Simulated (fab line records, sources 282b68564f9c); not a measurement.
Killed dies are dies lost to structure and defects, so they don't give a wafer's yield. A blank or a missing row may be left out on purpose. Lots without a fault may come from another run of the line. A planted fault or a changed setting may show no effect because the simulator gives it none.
Which tool did it? | flow rit_cmos | 14 lots, 42 wafers sampled, at 5 steps of a route of 202

WHAT THE GAUGES READ, wafer by wafer
RIT_NRETRO_TW_MEAS_10.
lot  | measured    | on            | NRETRO_TW
L955 | day 2 11:17 | film_metro-01 | 1044 1042 1042
L956 | day 2 16:23 | film_metro-01 | 1042 1040 1041
L957 | day 2 16:59 | film_metro-01 | 1036 1043 1042
L958 | day 3 00:57 | film_metro-03 | 1053 1059 1056
L959 | day 3 05:27 | film_metro-01 | 1044 1044 1044
L960 | day 3 07:12 | film_metro-03 | 1052 1053 1053
L962 | day 3 20:07 | film_metro-01 | 1040 1044 1046
L963 | day 4 00:20 | film_metro-01 | 1039 1040 1034
L964 | day 4 05:19 | film_metro-01 | 1036 1037 1037
L972 | day 5 22:59 | film_metro-02 | 1014 1020 1012
L974 | day 6 13:47 | film_metro-01 | 1003 1010 1007
L975 | day 6 17:43 | film_metro-02 | 1063 1064 1066
L977 | day 6 21:44 | film_metro-02 | 1065 1067 1067
L978 | day 7 03:53 | film_metro-01 | 1041 1039 1046

RIT_GATE_THK_MEAS_09.
lot  | measured    | on            | GATE_POLY_THK (nm)
L955 | day 2 17:58 | film_metro-01 | 248 247 248
L956 | day 2 22:43 | film_metro-01 | 252 251 252
L957 | day 2 23:29 | film_metro-04 | 248 247 247
L958 | day 3 09:08 | film_metro-01 | 252 251 251
L959 | day 3 16:01 | film_metro-03 | 252 249 248
L960 | day 3 16:01 | film_metro-04 | 257 255 257
L962 | day 4 04:41 | film_metro-04 | 249 249 250
L963 | day 4 05:53 | film_metro-01 | 250 250 247
L964 | day 4 12:58 | film_metro-03 | 251 250 250
L972 | day 6 05:19 | film_metro-03 | 248 248 251
L974 | day 7 02:23 | film_metro-01 | 255 256 255
L975 | day 7 06:28 | film_metro-03 | 245 247 247
L977 | day 7 11:17 | film_metro-03 | 248 249 251
L978 | day 7 18:24 | film_metro-01 | 253 252 252

WHICH TOOL RAN EACH LOT (tool, then ch and the chambers of the sampled wafers, then the start)
lot  | RIT_NWELL_STRIP_09                  | RIT_NRETRO_IMPLANT_08          | RIT_PRETRO_STRIP_09
L955 | plasma_asher-04 ch 1, day 2 02:22   | implanter-04 ch 0, day 2 10:58 | plasma_asher-03 ch 0,1, day 2 12:40
L956 | plasma_asher-03 ch 0,1, day 2 06:34 | implanter-04 ch 0, day 2 16:05 | plasma_asher-01 ch 0,1, day 2 17:53
L957 | plasma_asher-02 ch 0,1, day 2 08:05 | implanter-01 ch 0, day 2 16:40 | plasma_asher-04 ch 0,1, day 2 18:23
L958 | plasma_asher-03 ch 0,1, day 2 15:36 | implanter-03 ch 0, day 3 00:38 | plasma_asher-04 ch 0,1, day 3 02:26
L959 | plasma_asher-04 ch 0,1, day 2 19:33 | implanter-04 ch 0, day 3 05:10 | plasma_asher-04 ch 0,1, day 3 06:59
L960 | plasma_asher-03 ch 0,1, day 2 22:20 | implanter-01 ch 0, day 3 06:53 | plasma_asher-01 ch 0,1, day 3 08:41
L962 | plasma_asher-04 ch 0,1, day 3 11:06 | implanter-04 ch 0, day 3 19:47 | plasma_asher-04 ch 0,1, day 3 21:29
L963 | plasma_asher-04 ch 0,1, day 3 15:02 | implanter-01 ch 0, day 4 00:03 | plasma_asher-03 ch 0,1, day 4 01:46
L964 | plasma_asher-04 ch 0,1, day 3 19:46 | implanter-01 ch 0, day 4 04:59 | plasma_asher-04 ch 0,1, day 4 06:41
L972 | plasma_asher-04 ch 0,1, day 5 11:46 | implanter-03 ch 0, day 5 22:41 | plasma_asher-03 ch 0,1, day 6 00:24
L974 | plasma_asher-04 ch 0,1, day 6 04:25 | implanter-03 ch 0, day 6 13:28 | plasma_asher-04 ch 0, day 6 15:10
L975 | plasma_asher-03 ch 0,1, day 6 06:43 | implanter-04 ch 0, day 6 17:25 | plasma_asher-01 ch 0,1, day 6 19:33
L977 | plasma_asher-04 ch 0,1, day 6 13:01 | implanter-01 ch 0, day 6 21:25 | plasma_asher-03 ch 0,1, day 6 23:10
L978 | plasma_asher-03 ch 0,1, day 6 17:07 | implanter-01 ch 0, day 7 03:33 | plasma_asher-01 ch 0,1, day 7 05:15
- RIT_NWELL_STRIP_09: strips in O2, time 180 s.
- RIT_NRETRO_IMPLANT_08
- RIT_PRETRO_STRIP_09: strips in O2, time 180 s.

WHAT THE TOOLS THEMSELVES READ (means of the sampled wafers that have a number; where no wafer has one, the mark that the record gives instead)
RIT_NWELL_STRIP_09.
lot  | tool            | drypump_motor_current_A (A) | o2_flow_sccm (sccm)
L955 | plasma_asher-04 | 6.5                         | 4005
L956 | plasma_asher-03 | 5.8                         | 3989
L957 | plasma_asher-02 | 5.6                         | 4008
L958 | plasma_asher-03 | 5.9                         | 3997
L959 | plasma_asher-04 | 6.0                         | 4012
L960 | plasma_asher-03 | 5.8                         | 3997
L962 | plasma_asher-04 | 6.2                         | 4004
L963 | plasma_asher-04 | 6.2                         | 4003
L964 | plasma_asher-04 | 6.2                         | 4002
L972 | plasma_asher-04 | 6.0                         | 4001
L974 | plasma_asher-04 | 6.0                         | 4008
L975 | plasma_asher-03 | 5.9                         | 4001
L977 | plasma_asher-04 | 6.0                         | 3998
L978 | plasma_asher-03 | 5.8                         | 4004

RIT_NRETRO_IMPLANT_08.
lot  | tool         | dose_ions_cm2 | faraday_current_uA | tilt_deg (degrees)
L955 | implanter-04 | 9.972e+12     | 31.8               | 6.825
L956 | implanter-04 | 9.997e+12     | 31.8               | 6.809
L957 | implanter-01 | 1.000e+13     | 31.5               | 6.828
L958 | implanter-03 | 9.992e+12     | 31.6               | 6.872
L959 | implanter-04 | 1.000e+13     | 31.9               | 6.844
L960 | implanter-01 | 1.001e+13     | 31.6               | 6.833
L962 | implanter-04 | 9.997e+12     | 31.0               | 6.838
L963 | implanter-01 | 1.000e+13     | 31.4               | 6.819
L964 | implanter-01 | 1.000e+13     | 32.1               | 6.813
L972 | implanter-03 | 8.795e+12     | 28.3               | 6.862
L974 | implanter-03 | 8.810e+12     | 27.9               | 6.861
L975 | implanter-04 | 1.001e+13     | 31.5               | 6.839
L977 | implanter-01 | 9.999e+12     | 31.5               | 6.853
L978 | implanter-01 | 9.992e+12     | 31.7               | 6.849

RIT_PRETRO_STRIP_09.
lot  | tool            | drypump_motor_current_A (A) | o2_flow_sccm (sccm)
L955 | plasma_asher-03 | 5.9                         | 4005
L956 | plasma_asher-01 | 5.2                         | 4005
L957 | plasma_asher-04 | 6.0                         | 4013
L958 | plasma_asher-04 | 6.2                         | 3991
L959 | plasma_asher-04 | 6.2                         | 3999
L960 | plasma_asher-01 | 5.2                         | 3996
L962 | plasma_asher-04 | 6.2                         | 3996
L963 | plasma_asher-03 | 5.8                         | 3983
L964 | plasma_asher-04 | 6.2                         | 4000
L972 | plasma_asher-03 | 5.9                         | 4003
L974 | plasma_asher-04 | 5.8                         | 4016
L975 | plasma_asher-01 | 5.1                         | 3994
L977 | plasma_asher-03 | 5.8                         | 3996
L978 | plasma_asher-01 | 5.1                         | 3997

THE ANSWER, worked out from the rows above alone
Rule: what is usual is taken from the lots themselves. Put in order of their means at a reading, lots are off if they are a third of the lots or fewer, leave a main group of 4 or more, and stand apart from it by a gap of 3 or more times the standard deviation of the main group's means; of several such gaps the widest counts. A main group whose means are all the same, to the digits that the tables above print for the reading, isn't used. A lot without any number at a reading at which 4 lots or more have one is off too. The other lots that the step has rows for count as sound. The gauges are gone through in route order, then the tools' own readings, and for those a lot's mean is taken as printed above. The first step at which some lot is off is used, and at that step the reading that is off furthest; a lot without a number counts as furthest.
Off: L972, L974, at RIT_NRETRO_IMPLANT_08 (dose_ions_cm2). The main group: mean 9.997e+12, standard deviation 9.4e+09.
A tool fits if, at that step or a process step before it, it ran every lot that is off, and no sound lot after the first of them. One fits: implanter-03 at RIT_NRETRO_IMPLANT_08. Its last sound lot is L958 (day 3 00:38), its first lot that is off L972 (day 5 22:41): a fault that began between those two fits.
The tool's own readings at RIT_NRETRO_IMPLANT_08 bear it out: on the lots that are off they differ by more than 5 times the standard deviation of the sound lots' means. dose_ions_cm2 reads 8.802e+12 there against 9.997e+12 on the sound lots; faraday_current_uA reads 28.1 there against 31.6 on the sound lots.

WHAT THE SIMULATOR HAD PUT IN
Process parameter drift: implanter-03, from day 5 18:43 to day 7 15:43, at RIT_NRETRO_IMPLANT_08. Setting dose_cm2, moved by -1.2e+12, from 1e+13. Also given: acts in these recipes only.
Lots struck among those shown: L972, L974. The rule above found the same.
